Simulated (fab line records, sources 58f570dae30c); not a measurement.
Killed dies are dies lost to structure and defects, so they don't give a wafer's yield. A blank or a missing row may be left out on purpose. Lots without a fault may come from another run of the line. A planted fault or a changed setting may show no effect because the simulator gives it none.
A struck lot beside a sound one | flow berkeley_cmos170 | 27 steps out of a route of 331
Sound: wafers L510.1, L510.4, L510.5. Struck: wafers L518.3, L518.4, L518.6. The cause comes at the end.
At each step with rows: each side's tool, then ch and its chambers, then its first start. Under that, the readings that differ: sound wafers | struck wafers | difference of the means | sigmas: that difference in standard deviations of wafers without a fault.
alike: readings whose means differ by less than 2 such deviations, and words and numbers that are the same on both sides. not compared: withheld readings, readings that some wafer has no value for, bounds like >300 that may hide the same value, and numbers for which the record gives no deviation and whose values overlap.
The two part at a step that has a row with sigmas, a row that says differs or no value, or rows on one side only. Numbers that don't overlap but have no deviation are shown without sigmas and don't part them. A reading that every wafer of one side lacks parts them only if that side has two wafers or more.

first, 1 step without rows for these wafers: UCB170_PSD_IMPLANT_08.
UCB170_PSD_STRIP_09: strips in O2.
  sound on plasma_asher-03 ch 0, day 7 11:26; struck on plasma_asher-01 ch 0,1, day 9 12:20
  reading                      | sound             | struck            | difference | sigmas
  strip_time_to_endpoint_s (s) | 29.50 29.48 29.44 | 29.75 29.66 29.73 | +0.24      | +3
  alike: drypump_motor_current_A, oes_product_au
  not compared: rf_hours_counter_h
UCB170_PSD_TW_MEAS_10:
  sound on film_metro-01, day 7 11:32; struck on film_metro-01, day 9 12:26
  alike: PSD_TW
then, 7 steps without rows for these wafers: UCB170_PSD_CLEAN_11 (cleans in SPM, time 600 s); UCB170_NSD_HMDS_00 (prime time 60 s); UCB170_NSD_COAT_01 (resist thk 900 nm); UCB170_NSD_SOFTBAKE_02 (time 60 s); UCB170_NSD_EXPOSE_03 (exposes mask NSELECT MOD, target cd 1200 nm); UCB170_NSD_PEB_04; UCB170_NSD_DEVELOP_05 (develop time 45 s).
UCB170_NSD_CD_MEAS_06: target cd 1200 nm.
  sound on cd_sem-02, day 7 13:58; struck on cd_sem-02, day 9 14:51
  alike: cd_nm
UCB170_NSD_OVL_MEAS_07:
  sound on overlay-01, day 7 14:05; struck on overlay-02, day 9 14:56
  alike: NSD_OVL
UCB170_NSD_IMPLANT_08:
  sound on implanter-01 ch 0, day 7 14:07; struck on implanter-03 ch 0, day 9 15:20
  reading            | sound             | struck            | difference | sigmas
  tilt_deg (degrees) | 7.006 7.044 7.040 | 6.978 6.971 6.979 | -0.054     | -3
UCB170_NSD_STRIP_09: strips in O2.
  sound on plasma_asher-01 ch 0,1, day 7 14:16; struck on plasma_asher-04 ch 0,1, day 9 15:29
  reading                      | sound             | struck            | difference | sigmas
  oes_product_au (a.u.)        | 0.543 0.528 0.533 | 0.484 0.484 0.480 | -0.052     | -10
  strip_time_to_endpoint_s (s) | 35.85 35.86 35.82 | 42.82 42.77 42.84 | +6.97      | +99 or more
  alike: drypump_motor_current_A
  not compared: rf_hours_counter_h
UCB170_NSD_TW_MEAS_10:
  sound on film_metro-01, day 7 14:22; struck on film_metro-02, day 9 15:34
  reading | sound          | struck         | difference | sigmas
  NSD_TW  | 4228 4233 4214 | 4388 4408 4387 | +169       | +6
then, 4 steps without rows for these wafers: UCB170_NSD_CLEAN_11 (cleans in SPM, time 600 s); UCB170_BACKSIDE_HMDS_00 (prime time 60 s); UCB170_BACKSIDE_COAT_01 (resist thk 900 nm); UCB170_BACKSIDE_SOFTBAKE_02 (time 60 s).
UCB170_BACKSIDE_STRIP_03: strips in O2.
  sound on plasma_asher-03 ch 1, day 7 15:27; struck on plasma_asher-04 ch 0,1, day 9 16:37
  alike: drypump_motor_current_A, oes_product_au, strip_time_to_endpoint_s
  not compared: rf_hours_counter_h
then, 1 step without rows for these wafers: UCB170_BACKSIDE_CLEAN_04 (cleans in SPM, time 600 s).
UCB170_SDANNEAL_RTA_00: time 10 s.
  sound on rtp_anneal-02 ch 0, day 7 15:43; struck on rtp_anneal-01 ch 0, day 9 16:54
  reading            | sound          | struck         | difference | sigmas
  lamp_power_pct (%) | 24.0 24.0 24.0 | 22.0 22.0 21.9 | -2.0       | -2
  alike: chamber_o2_ppm, wafer_temp_C_max
UCB170_SDANNEAL_RTA_01: time 5.237 s.
  sound on rtp_anneal-02 ch 0, day 7 15:47; struck on rtp_anneal-01 ch 0, day 9 16:58
  reading            | sound          | struck         | difference | sigmas
  lamp_power_pct (%) | 37.1 37.1 37.2 | 33.9 33.9 33.9 | -3.2       | -2
  alike: chamber_o2_ppm, wafer_temp_C_max
UCB170_SDANNEAL_RS_MEAS_02: measures by four-point-probe.
  sound on film_metro-01, day 7 15:51; struck on film_metro-01, day 9 17:03
  reading         | sound          | struck         | difference | sigmas
  PSD_RS (ohm/sq) | 73.8 74.2 74.2 | 73.1 73.2 73.4 | -0.8       | -2
UCB170_SDANNEAL_RS_MEAS_03: measures by four-point-probe.
  sound on film_metro-01, day 7 15:58; struck on film_metro-01, day 9 17:10
  reading         | sound             | struck            | difference | sigmas
  NSD_RS (ohm/sq) | 37.29 37.22 37.18 | 30.11 30.11 30.10 | -7.12      | -73
UCB170_SDANNEAL_RS_MEAS_04: measures by four-point-probe.
  sound on film_metro-01, day 7 16:05; struck on film_metro-01, day 9 17:17
  alike: PLDD_RS
then, 1 step without rows for these wafers: UCB170_M3_PROBE_99.

WHERE THEY PART
First at UCB170_PSD_STRIP_09; last, within this record, at UCB170_SDANNEAL_RS_MEAS_03. Later steps at which nothing parts them and some readings are alike: UCB170_SDANNEAL_RS_MEAS_04.

WHY: what the simulator had put in
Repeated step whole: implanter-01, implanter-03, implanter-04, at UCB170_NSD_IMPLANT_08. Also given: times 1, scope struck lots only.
